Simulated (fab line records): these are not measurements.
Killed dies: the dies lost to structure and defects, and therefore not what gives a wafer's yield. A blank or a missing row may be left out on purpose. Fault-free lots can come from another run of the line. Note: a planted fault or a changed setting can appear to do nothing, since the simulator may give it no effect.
fab line records ; flow rit_cmos
[record] lots = 6; wafers = 18; last_day = 6
route steps=202 shown PLDD@159 NLDD@160 SILICIDE@161 CONTACT@168 M1@202
lots with no fault: from the same line, run without faults
start_h: hours from the record's first day to the start of the lot's first wafer shown ; wait_h: hours from the lot's prior step to this one ; " the same as in the row above ; L1.1+2: several wafers, shown together as one row ; - no value present, or no start provided ; * or withheld: withheld ; < > ~ a bound
route shown NAME@n: a module of which the file shows steps, and the number in the route of the first ; usual: mean and standard deviation over wafers with no fault ; same: alike in all rows ; chamber/n: place in a boat ; sites: the reading at each site ; _std_site: how widely they spread, as a standard deviation ; _edge_site: the outer-site mean with the inner-site mean subtracted ; radius_mm: how far each site lies from the wafer's centre ; mask NAME#n: copy n ; behind: the most recent tool/chamber to have shaped the wafer ; hold: why the lot went on hold/how many hours it stayed there/how the hold came to an end ; device: names the non-switching transistor (n, p or np) ; end of line: tests of these same wafers at the route's end ; step lacking rows: just its recipe ; killed: dies lost to structure and defects at the first sort, not the wafer's yield ; map: per-die view of a wafer (x killed, . not killed, _ where there is no die)
set.NAME: the setting the step ran with; set.NAME@STEP: the setting that earlier step ran with ; model.NAME: the simulator's own value behind a step, which no gauge read
a table for each step, a row for each wafer; lots at some steps of the route
services: when a tool's chamber went out of use (start_h, in hours from the record's first day, below 0 if earlier), for how many hours, and the reason
[[steps]]
[step RIT_SDANNEAL_RS_MEAS_06]
[recipe] thk_meas_gauge = four-point-probe
[usual] PLDD_RS = 178.7/0.5
lot.wafer;tool;chamber;start_h;wait_h;PLDD_RS[ohm/sq]
L411.2;film_metro-02;-;60.57;0.1;178.4
L411.3;film_metro-02;-;60.57;0.1;178.1
L411.6;film_metro-02;-;60.57;0.1;178.0
L415.2;film_metro-02;-;79.00;0.1;178.5
L415.3;film_metro-02;-;79.00;0.1;178.3
L415.5;film_metro-02;-;79.00;0.1;178.6
L418.3;film_metro-03;-;95.21;0.1;178.7
L418.4;film_metro-03;-;95.21;0.1;178.0
L418.6;film_metro-03;-;95.21;0.1;178.5
L421.1;film_metro-03;-;110.40;0.1;178.6
L421.4;film_metro-03;-;110.40;0.1;178.3
L421.5;film_metro-03;-;110.40;0.1;178.4
L422.1;film_metro-03;-;115.88;0.1;178.5
L422.3;film_metro-03;-;115.88;0.1;178.3
L422.5;film_metro-03;-;115.88;0.1;178.4
L426.3;film_metro-02;-;135.20;0.1;178.4
L426.4;film_metro-02;-;135.20;0.1;178.2
L426.5;film_metro-02;-;135.20;0.1;177.9
[step RIT_SDANNEAL_RS_MEAS_07]
[recipe] thk_meas_gauge = four-point-probe
[usual] NLDD_RS = 151.7/0.57
lot.wafer;tool;chamber;start_h;wait_h;NLDD_RS[ohm/sq]
L411.2;film_metro-02;-;60.69;0.1;152.1
L411.3;film_metro-02;-;60.69;0.1;152.0
L411.6;film_metro-02;-;60.69;0.1;151.9
L415.2;film_metro-02;-;79.12;0.1;152.0
L415.3;film_metro-02;-;79.12;0.1;152.1
L415.5;film_metro-02;-;79.12;0.1;152.1
L418.3;film_metro-03;-;95.33;0.1;151.0
L418.4;film_metro-03;-;95.33;0.1;151.3
L418.6;film_metro-03;-;95.33;0.1;151.5
L421.1;film_metro-03;-;110.52;0.1;151.5
L421.4;film_metro-03;-;110.52;0.1;151.3
L421.5;film_metro-03;-;110.52;0.1;151.4
L422.1;film_metro-03;-;116.00;0.1;151.7
L422.3;film_metro-03;-;116.00;0.1;151.0
L422.5;film_metro-03;-;116.00;0.1;151.5
L426.3;film_metro-02;-;135.32;0.1;151.9
L426.4;film_metro-02;-;135.32;0.1;152.5
L426.5;film_metro-02;-;135.32;0.1;152.0
[step RIT_SILICIDE_WET_ETCH_00]
[recipe] chemistry = BOE; target = SiO2; target_depth_nm = 14; time_s = 15; dry = n2_spin; dilution = 10:1; temp_c = 21.5
[step RIT_SILICIDE_SPUTTER_01]
[recipe] material = Ti; target_thk_nm = 30; power_w = 361.4; chamber_pressure_pa = 0.667; gas = Ar; time_s = 240; substrate_temp_c = 25
[usual] throttle_valve_pct = 29.6/0.82
lot.wafer;tool;chamber;start_h;wait_h;throttle_valve_pct
L411.2;pvd_sputter-02;-;60.80;0.0;29.2
L411.3;pvd_sputter-02;-;60.80;0.0;28.8
L411.6;pvd_sputter-02;-;60.80;0.0;29.2
L415.2;pvd_sputter-02;-;79.24;0.0;28.9
L415.3;pvd_sputter-02;-;79.24;0.0;29.3
L415.5;pvd_sputter-02;-;79.24;0.0;28.9
L418.3;pvd_sputter-02;-;95.42;0.0;28.8
L418.4;pvd_sputter-02;-;95.42;0.0;28.9
L418.6;pvd_sputter-02;-;95.42;0.0;29.0
L421.1;pvd_sputter-03;-;110.69;0.0;30.6
L421.4;pvd_sputter-03;-;110.69;0.0;30.7
L421.5;pvd_sputter-03;-;110.69;0.0;30.4
L422.1;pvd_sputter-02;-;116.14;0.0;29.4
L422.3;pvd_sputter-02;-;116.14;0.0;28.8
L422.5;pvd_sputter-02;-;116.14;0.0;29.0
L426.3;pvd_sputter-02;-;135.42;0.0;30.5
L426.4;pvd_sputter-02;-;135.42;0.0;28.9
L426.5;pvd_sputter-02;-;135.42;0.0;29.3
[step RIT_SILICIDE_RS_MEAS_02]
[recipe] thk_meas_gauge = four-point-probe; reads = Ti_of_SILICIDE_SPUTTER_01
[usual] SILICIDE_TI_RS = 46.0/0.51
lot.wafer;tool;chamber;start_h;wait_h;SILICIDE_TI_RS[ohm/sq]
L411.2;film_metro-04;-;60.97;0.1;45.9
L411.3;film_metro-04;-;60.97;0.1;45.4
L411.6;film_metro-04;-;60.97;0.1;46.1
L415.2;film_metro-04;-;79.41;0.1;46.3
L415.3;film_metro-04;-;79.41;0.1;46.7
L415.5;film_metro-04;-;79.41;0.1;46.4
L418.3;film_metro-04;-;95.61;0.1;45.5
L418.4;film_metro-04;-;95.61;0.1;45.9
L418.6;film_metro-04;-;95.61;0.1;45.9
L421.1;film_metro-04;-;110.84;0.1;45.9
L421.4;film_metro-04;-;110.84;0.1;45.5
L421.5;film_metro-04;-;110.84;0.1;45.5
L422.1;film_metro-04;-;116.29;0.1;45.8
L422.3;film_metro-04;-;116.29;0.1;45.6
L422.5;film_metro-04;-;116.29;0.1;46.4
L426.3;film_metro-04;-;135.61;0.1;46.5
L426.4;film_metro-04;-;135.61;0.1;46.2
L426.5;film_metro-04;-;135.61;0.1;46.1
[step RIT_SILICIDE_THK_MEAS_03]
[recipe] thk_meas_gauge = xrf; reads = Ti_of_SILICIDE_SPUTTER_01
[usual] SILICIDE_TI_THK = 31.32/0.29
lot.wafer;tool;chamber;start_h;wait_h;SILICIDE_TI_THK[nm]
L411.2;film_metro-04;-;61.08;0.1;31.34
L411.3;film_metro-04;-;61.08;0.1;31.57
L411.6;film_metro-04;-;61.08;0.1;31.32
L415.2;film_metro-04;-;79.52;0.1;31.08
L415.3;film_metro-04;-;79.52;0.1;30.87
L415.5;film_metro-04;-;79.52;0.1;30.89
L418.3;film_metro-04;-;95.71;0.1;31.53
L418.4;film_metro-04;-;95.71;0.1;31.33
L418.6;film_metro-04;-;95.71;0.1;31.28
L421.1;film_metro-04;-;110.96;0.1;31.30
L421.4;film_metro-04;-;110.96;0.1;31.60
L421.5;film_metro-04;-;110.96;0.1;31.63
L422.1;film_metro-04;-;116.41;0.1;31.49
L422.3;film_metro-04;-;116.41;0.1;31.46
L422.5;film_metro-04;-;116.41;0.1;31.05
L426.3;film_metro-04;-;135.71;0.1;31.04
L426.4;film_metro-04;-;135.71;0.1;31.20
L426.5;film_metro-04;-;135.71;0.1;31.15
[step RIT_SILICIDE_RTA_04]
[recipe] temp_c = 650; time_s = 10; idle_temp_c = 25; ramp_up_s = 5; ramp_down_s = 5; cool_to_c = 25; ambient = N2
[usual] wafer_temp_C_max = 653.8/0.89
lot.wafer;tool;chamber;start_h;wait_h;wafer_temp_C_max
L411.2;rtp_anneal-02;0;61.14;0.1;652.2
L411.3;rtp_anneal-02;0;61.14;0.1;653.3
L411.6;rtp_anneal-02;0;61.14;0.1;653.2
L415.2;rtp_anneal-02;0;79.58;0.1;652.3
L415.3;rtp_anneal-02;0;79.58;0.1;652.7
L415.5;rtp_anneal-02;0;79.58;0.1;653.3
L418.3;rtp_anneal-01;0;95.77;0.1;653.8
L418.4;rtp_anneal-01;0;95.77;0.1;654.4
L418.6;rtp_anneal-01;0;95.77;0.1;654.8
L421.1;rtp_anneal-02;0;111.02;0.1;652.9
L421.4;rtp_anneal-02;0;111.02;0.1;653.0
L421.5;rtp_anneal-02;0;111.02;0.1;652.4
L422.1;rtp_anneal-01;0;116.47;0.1;653.2
L422.3;rtp_anneal-01;0;116.47;0.1;653.5
L422.5;rtp_anneal-01;0;116.47;0.1;653.7
L426.3;rtp_anneal-01;0;135.77;0.1;653.7
L426.4;rtp_anneal-01;0;135.77;0.1;654.0
L426.5;rtp_anneal-01;0;135.77;0.1;655.5
[step RIT_SILICIDE_WET_ETCH_05]
[recipe] chemistry = SPM; target = Ti; temp_c = 90; time_s = 120; dry = n2_spin
[step RIT_SILICIDE_RTA_06]
[recipe] temp_c = 750; time_s = 10; idle_temp_c = 25; ramp_up_s = 5; ramp_down_s = 10; cool_to_c = 25; ambient = N2
[usual] wafer_temp_C_max = 754.5/1.1
lot.wafer;tool;chamber;start_h;wait_h;wafer_temp_C_max
L411.2;rtp_anneal-01;0;61.25;0.0;754.3
L411.3;rtp_anneal-01;0;61.25;0.0;754.5
L411.6;rtp_anneal-01;0;61.25;0.0;754.5
L415.2;rtp_anneal-01;0;79.69;0.0;754.6
L415.3;rtp_anneal-01;0;79.69;0.0;754.2
L415.5;rtp_anneal-01;0;79.69;0.0;757.0
L418.3;rtp_anneal-02;0;95.88;0.0;753.4
L418.4;rtp_anneal-02;0;95.88;0.0;754.9
L418.6;rtp_anneal-02;0;95.88;0.0;753.1
L421.1;rtp_anneal-01;0;111.13;0.0;754.6
L421.4;rtp_anneal-01;0;111.13;0.0;753.2
L421.5;rtp_anneal-01;0;111.13;0.0;754.3
L422.1;rtp_anneal-02;0;116.58;0.0;755.5
L422.3;rtp_anneal-02;0;116.58;0.0;754.2
L422.5;rtp_anneal-02;0;116.58;0.0;753.8
L426.3;rtp_anneal-02;0;135.88;0.0;753.4
L426.4;rtp_anneal-02;0;135.88;0.0;753.2
L426.5;rtp_anneal-02;0;135.88;0.0;753.2
[step RIT_CONTACT_CVD_00]
[recipe] material = SiO2; target_thk_nm = 400; precursor = TEOS; temp_c = 390; time_s = 61; rf_w = 400
[usual] heater_power_w = 328/45
lot.wafer;tool;chamber;start_h;wait_h;heater_power_w
L411.2;pecvd-03;0;61.31;0.0;306
L411.3;pecvd-03;2;61.31;0.0;369
L411.6;pecvd-03;0;61.31;0.0;318
L415.2;pecvd-02;0;79.74;0.0;358
L415.3;pecvd-02;1;79.74;0.0;323
L415.5;pecvd-02;2;79.74;0.0;295
L418.3;pecvd-02;0;95.93;0.0;374
L418.4;pecvd-02;0;95.93;0.0;391
L418.6;pecvd-02;1;95.93;0.0;324
L421.1;pecvd-02;2;111.20;0.1;238
L421.4;pecvd-02;1;111.20;0.1;260
L421.5;pecvd-02;0;111.20;0.1;403
L422.1;pecvd-04;1;116.64;0.1;251
L422.3;pecvd-04;2;116.64;0.1;372
L422.5;pecvd-04;0;116.64;0.1;375
L426.3;pecvd-03;0;135.92;0.0;293
L426.4;pecvd-03;1;135.92;0.0;286
L426.5;pecvd-03;0;135.92;0.0;304
[step RIT_CONTACT_THK_MEAS_01]
[recipe] reads = SiO2_of_CONTACT_CVD_00
[usual] CONTACT_TEOS_THK = 400/4.6
lot.wafer;tool;chamber;start_h;wait_h;CONTACT_TEOS_THK[nm]
L411.2;film_metro-04;-;61.37;0.0;400
L411.3;film_metro-04;-;61.37;0.0;397
L411.6;film_metro-04;-;61.37;0.0;401
L415.2;film_metro-03;-;79.80;0.0;396
L415.3;film_metro-03;-;79.80;0.0;402
L415.5;film_metro-03;-;79.80;0.0;405
L418.3;film_metro-02;-;96.00;0.0;397
L418.4;film_metro-02;-;96.00;0.0;403
L418.6;film_metro-02;-;96.00;0.0;402
L421.1;film_metro-03;-;111.25;0.0;398
L421.4;film_metro-03;-;111.25;0.0;407
L421.5;film_metro-03;-;111.25;0.0;405
L422.1;film_metro-02;-;116.69;0.0;396
L422.3;film_metro-02;-;116.69;0.0;399
L422.5;film_metro-02;-;116.69;0.0;406
L426.3;film_metro-03;-;135.99;0.0;398
L426.4;film_metro-03;-;135.99;0.0;405
L426.5;film_metro-03;-;135.99;0.0;405
[step RIT_CONTACT_HMDS_02]
[recipe] prime_time_s = 60; prime_temp_c = 140
[step RIT_CONTACT_COAT_03]
[recipe] resist = NOVOLAK; spin_rpm = 3250; resist_thk_nm = 1000
lot.wafer;tool;chamber;start_h;wait_h;model.NOVOLAK_of_CONTACT_COAT_03.thk_nm
L411.2;litho_track-01;0;61.59;0.1;996.7
L411.3;litho_track-01;0;61.59;0.1;999.5
L411.6;litho_track-01;0;61.59;0.1;997.9
L415.2;litho_track-04;0;80.03;0.1;1003
L415.3;litho_track-04;0;80.03;0.1;1001
L415.5;litho_track-04;0;80.03;0.1;1002
L418.3;litho_track-04;0;96.24;0.1;1027
L418.4;litho_track-04;0;96.24;0.1;1030
L418.6;litho_track-04;0;96.24;0.1;1025
L421.1;litho_track-03;0;111.46;0.1;1000
L421.4;litho_track-03;0;111.46;0.1;1001
L421.5;litho_track-03;0;111.46;0.1;996.2
L422.1+3;litho_track-04;0;116.90;0.1;1023
L422.5;litho_track-04;0;116.90;0.1;1020
L426.3+4;litho_track-03;0;136.23;0.1;1002
L426.5;litho_track-03;0;136.23;0.1;1001
[step RIT_CONTACT_SOFTBAKE_04]
[recipe] resist = NOVOLAK; temp_c = 90; time_s = 60
[step RIT_CONTACT_EXPOSE_05]
[recipe] mask_id = M11; na = 0.6; source_shape = conventional; sigma_outer = 0.5; target_cd_nm = 1000; dose_mj = 250
[step RIT_CONTACT_PEB_06]
[recipe] resist = NOVOLAK; temp_c = withheld; time_s = withheld
[step RIT_CONTACT_DEVELOP_07]
[recipe] resist = NOVOLAK; develop_time_s = 123.9; dev_temp_c = 23
[step RIT_CONTACT_CD_MEAS_08]
[recipe] target_cd_nm = 1000
[usual] cd_nm = 999.4/2.1
lot.wafer;tool;chamber;start_h;wait_h;cd_nm
L411.2;cd_sem-02;-;62.40;-;999.5
L411.3;cd_sem-02;-;62.40;-;1000.6
L411.6;cd_sem-02;-;62.40;-;1000.6
L415.2;cd_sem-02;-;80.84;-;998.6
L415.3;cd_sem-02;-;80.84;-;998.8
L415.5;cd_sem-02;-;80.84;-;997.9
L418.3;cd_sem-01;-;97.18;-;994.7
L418.4;cd_sem-01;-;97.18;-;994.4
L418.6;cd_sem-01;-;97.18;-;994.8
L421.1;cd_sem-01;-;112.40;-;1000.0
L421.4;cd_sem-01;-;112.40;-;997.0
L421.5;cd_sem-01;-;112.40;-;998.0
L422.1;cd_sem-01;-;117.84;-;997.4
L422.3;cd_sem-01;-;117.84;-;1000.4
L422.5;cd_sem-01;-;117.84;-;998.4
L426.3;cd_sem-01;-;137.16;-;998.0
L426.4;cd_sem-01;-;137.16;-;997.1
L426.5;cd_sem-01;-;137.16;-;998.2
[step RIT_CONTACT_OVL_MEAS_09]
[usual] CONTACT_OVL = 1.5/1.8
lot.wafer;tool;chamber;start_h;wait_h;CONTACT_OVL[nm]
L411.2;overlay-01;-;62.51;0.1;-0.4
L411.3;overlay-01;-;62.51;0.1;-0.6
L411.6;overlay-01;-;62.51;0.1;0.8
L415.2;overlay-02;-;80.94;0.1;2.1
L415.3;overlay-02;-;80.94;0.1;0.7
L415.5;overlay-02;-;80.94;0.1;0.8
L418.3;overlay-01;-;97.27;0.1;2.4
L418.4;overlay-01;-;97.27;0.1;1.6
L418.6;overlay-01;-;97.27;0.1;3.0
L421.1;overlay-01;-;112.52;0.1;0.2
L421.4;overlay-01;-;112.52;0.1;-0.5
L421.5;overlay-01;-;112.52;0.1;2.1
L422.1;overlay-02;-;117.96;0.1;0.8
L422.3;overlay-02;-;117.96;0.1;0.9
L422.5;overlay-02;-;117.96;0.1;2.3
L426.3;overlay-01;-;137.25;0.1;0.0
L426.4;overlay-01;-;137.25;0.1;-0.6
L426.5;overlay-01;-;137.25;0.1;1.1
[step RIT_CONTACT_HARDBAKE_10]
[recipe] resist = NOVOLAK; temp_c = 140; time_s = 60
[step RIT_CONTACT_ETCH_11]
[recipe] target_depth_a = 4800; over_etch_frac = 0.2; stop_on = TiSi2; chemistry = CHF3/CF4/Ar; target = SiO2; CHF3_flow_sccm = 50; cf4_flow_sccm = 10; Ar_flow_sccm = 100; O2_flow_sccm = 5; pressure_mtorr = 100; rf_w = 200; time_s = 320
[usual] CHF3_flow_sccm = 50.01/0.16; drypump_motor_current_A = 5.7/0.4; oes_product_au = 0.990/0.0099; throttle_valve_pct = 8.86/0.11
lot.wafer;tool;chamber;start_h;wait_h;CHF3_flow_sccm;drypump_motor_current_A;oes_product_au;rf_hours_counter_h;throttle_valve_pct;model.NOVOLAK_of_CONTACT_COAT_03.thk_nm
L411.2;rie_diel-03;1;62.69;0.1;50.00;6.2;0.987;2;8.84;764.7
L411.3;rie_diel-03;2;62.69;0.1;49.90;5.5;1.002;69;8.76;768.6
L411.6;rie_diel-03;0;62.69;0.1;50.11;6.0;0.996;-;8.78;766.1
L415.2;rie_diel-03;0;81.12;0.1;50.14;6.1;0.989;161;8.78;771.7
L415.3;rie_diel-03;2;81.12;0.1;49.90;5.5;1.002;69;8.76;769.7
L415.5;rie_diel-03;1;81.12;0.1;49.87;6.2;0.993;-;8.82;770.6
L418.3;rie_diel-01;3;97.45;0.1;50.15;5.7;1.004;3;9.04;792
L418.4;rie_diel-01;0;97.45;0.1;50.03;5.6;0.995;46;8.90;795
L418.6;rie_diel-01;2;97.45;0.1;49.70;5.0;0.984;-;8.94;789.6
L421.1;rie_diel-02;2;112.71;0.1;49.81;5.9;0.997;138;8.78;767.8
L421.4;rie_diel-02;1;112.71;0.1;50.01;5.9;0.978;98;8.93;768.8
L421.5;rie_diel-02;2;112.71;0.1;50.13;5.9;0.999;-;8.76;765.5
L422.1;rie_diel-01;1;118.15;0.1;50.06;5.0;0.981;22;8.69;791
L422.3;rie_diel-01;0;118.15;0.1;49.93;5.6;0.989;46;8.89;791.7
L422.5;rie_diel-01;1;118.15;0.1;49.95;5.0;0.981;-;8.68;788.8
L426.3;rie_diel-03;2;137.43;0.1;50.19;5.5;0.999;71;8.75;771.7
L426.4;rie_diel-03;3;137.43;0.1;50.08;5.9;0.972;86;8.80;771.5
L426.5;rie_diel-03;0;137.43;0.1;50.09;6.1;0.975;-;8.77;772.2
[step RIT_CONTACT_STRIP_12]
[recipe] chemistry = O2; time_s = 180; resist = NOVOLAK; platen_temp_c = withheld; power_w = 500; pressure_mtorr = 4000; o2_flow_sccm = 4000
[usual] drypump_motor_current_A = 5.49/0.26
lot.wafer;tool;chamber;start_h;wait_h;drypump_motor_current_A;rf_hours_counter_h
L411.2;plasma_asher-04;0;62.88;0.1;5.41;27
L411.3;plasma_asher-04;0;62.88;0.1;5.38;-
L411.6;plasma_asher-04;0;62.88;0.1;5.42;-
L415.2;plasma_asher-01;1;81.32;0.1;5.25;45
L415.3;plasma_asher-01;0;81.32;0.1;5.37;-
L415.5;plasma_asher-01;1;81.32;0.1;5.25;-
L418.3;plasma_asher-01;0;97.70;0.2;5.37;-
L418.4;plasma_asher-01;1;97.70;0.2;5.26;-
L418.6;plasma_asher-01;0;97.70;0.2;5.38;-
L421.1;plasma_asher-03;0;112.90;0.1;6.00;47
L421.4;plasma_asher-03;1;112.90;0.1;5.39;-
L421.5;plasma_asher-03;1;112.90;0.1;5.41;-
L422.1;plasma_asher-03;1;118.34;0.1;5.39;48
L422.3;plasma_asher-03;0;118.34;0.1;6.00;-
L422.5;plasma_asher-03;0;118.34;0.1;5.98;-
L426.3;plasma_asher-01;0;137.68;0.2;5.35;-
L426.4;plasma_asher-01;1;137.68;0.2;5.28;-
L426.5;plasma_asher-01;1;137.68;0.2;5.27;-
[step RIT_M1_PROBE_99]
[usual] killed_at_contacts = 0.1/0.25; killed_at_front_end = 7/3.1; killed_dies = 7/3.1; killed_open = 3.6/2; killed_short = 3.5/2
[same] gross_dies = 264; killed_at_M0_to_M3 = 0; killed_at_M4_up = 0; killed_at_back_side = 0; killed_at_other = 0
lot.wafer;tool;chamber;start_h;wait_h;killed_at_contacts;killed_at_front_end;killed_dies;killed_open;killed_short
L418.3;prober-01;-;102.62;0.2;0;12;12;4;8
L418.4;prober-01;-;102.67;0.2;0;10;10;5;5
L418.6;prober-01;-;102.77;0.2;0;11;11;4;7
L421.1;prober-02;-;117.61;0.1;0;3;3;2;1
L421.4;prober-02;-;117.76;0.2;0;2;2;0;2
L421.5;prober-02;-;117.81;0.2;0;10;10;3;7
L422.1;prober-01;-;123.13;0.1;0;12;12;6;6
L422.3;prober-01;-;123.23;0.2;0;8;8;3;5
L422.5;prober-01;-;123.33;0.2;0;8;8;4;4
L426.3;prober-01;-;142.82;0.2;0;9;9;7;2
L426.4;prober-01;-;142.87;0.2;0;5;5;3;2
L426.5;prober-01;-;142.92;0.2;0;10;10;5;5
// killed by level:class
L418.3 FOX1:geometric_particle:open=3 GATE:geometric_particle:short=2 SPACER:geometric_particle:short=2 SILICIDE:geometric_particle:short=2 FOX2:geometric_particle:short=1 GATE:geometric_particle:open=1 REOX:geometric_particle:short=1
L418.4 GATE:geometric_particle:open=2 SILICIDE:geometric_particle:short=2 FOX1:geometric_particle:open=1 FOX2:geometric_particle:short=1 FOX2:geometric_particle:open=1 GATE:geometric_particle:short=1 SPACER:geometric_particle:open=1 SPACER:geometric_particle:short=1
L418.6 FOX1:geometric_particle:short=3 FOX1:geometric_particle:open=2 GATE:geometric_particle:short=2 FOX2:geometric_particle:open=1 FOX2:geometric_particle:short=1 GATE:geometric_particle:open=1 SPACER:geometric_particle:short=1
L421.1 REOX:geometric_particle:open=2 SILICIDE:geometric_particle:short=1
L421.4 GATE:geometric_particle:short=1 SILICIDE:geometric_particle:short=1
L421.5 FOX1:geometric_particle:short=4 FOX1:geometric_particle:open=1 FOX2:geometric_particle:short=1 FOX2:geometric_particle:open=1 GATE:geometric_particle:short=1 REOX:geometric_particle:open=1 SILICIDE:geometric_particle:short=1
L422.1 FOX2:geometric_particle:short=3 GATE:geometric_particle:open=3 GATE:geometric_particle:short=2 FOX1:geometric_particle:short=1 FOX2:geometric_particle:open=1 SPACER:geometric_particle:open=1 SILICIDE:geometric_particle:open=1
L422.3 ACTIVE:geometric_particle:short=1 FOX1:geometric_particle:short=1 GATE:geometric_particle:open=1 GATE:geometric_particle:short=1 REOX:geometric_particle:short=1 SPACER:geometric_particle:open=1 SILICIDE:geometric_particle:open=1 SILICIDE:geometric_particle:short=1
L422.5 GATE:geometric_particle:open=2 FOX1:geometric_particle:short=1 FOX2:geometric_particle:short=1 FOX2:geometric_particle:open=1 REOX:geometric_particle:short=1 SPACER:geometric_particle:open=1 SILICIDE:geometric_particle:short=1
L426.3 REOX:geometric_particle:open=3 GATE:geometric_particle:open=2 FOX1:geometric_particle:open=1 GATE:geometric_particle:short=1 SPACER:geometric_particle:short=1 SILICIDE:geometric_particle:open=1
L426.4 GATE:geometric_particle:open=2 FOX1:geometric_particle:open=1 FOX2:geometric_particle:short=1 GATE:geometric_particle:short=1
L426.5 REOX:geometric_particle:open=2 GATE:geometric_particle:short=2 REOX:geometric_particle:short=2 SPACER:geometric_particle:open=2 SILICIDE:geometric_particle:open=1 SILICIDE:geometric_particle:short=1
[[services]]
tool;chamber;start_h;hours;kind
pecvd-04;-;40.29;0.8;repair
pecvd-02;0;51.20;5.7;repair
rie_diel-02;3;54.94;3.4;repair
pecvd-02;-;59.03;0.6;repair
plasma_asher-04;-;59.66;0.8;repair
rie_diel-01;1;74.32;3.9;repair
rie_diel-02;-;74.91;2.8;pm
plasma_asher-01;-;77.77;2.8;pm
rie_diel-03;0;93.90;-;clean
rie_diel-03;0;93.90;16.7;scheduled_down
rie_diel-03;0;93.90;16.7;vent_cycle
plasma_asher-01;-;108.75;9.0;pm
plasma_asher-01;0;108.75;9.0;vent_cycle
plasma_asher-01;1;108.75;9.0;vent_cycle
rie_diel-01;-;115.18;2.8;pm
plasma_asher-01;0;117.75;-;clean
plasma_asher-01;1;117.75;-;clean
rie_diel-02;0;121.05;3.6;repair
[[key]]
first_sign none at tools or gauges
[model_effect] step = RIT_CONTACT_COAT_03; value = NOVOLAK_of_CONTACT_COAT_03.thk_nm; without = 1002; struck = 1025
[model_effect] step = RIT_CONTACT_ETCH_11; value = NOVOLAK_of_CONTACT_COAT_03.thk_nm; without = 771.4; struck = 791.4
met_at RIT_CONTACT_COAT_03
struck_wafers L418.3,L418.4,L418.6,L422.1,L422.3,L422.5
tester_left_out L418,L422
[loop_trim] step = RIT_CONTACT_EXPOSE_05; setting = dose; lots = L422
onset_between 80.03 96.24
[fault] kind = process_parameter_drift; tool = litho_track-04; chamber = -; onset_h = 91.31; steps = RIT_CONTACT_COAT_03; channel = resist_thk_nm; offset = 22.807; shape = step; end_h = 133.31; acts_in = these_recipes_only; stated = 1000
// tester_left_out: of these lots the tester's yield and bins aren't shown, on N5 and GAA mostly nor the transistor test; their killed dies are dies lost to structure and defects alone, not to doping, threshold or leakage, so they don't give the yield
// loop_trim: a control loop set the setting to another value than it would have without faults
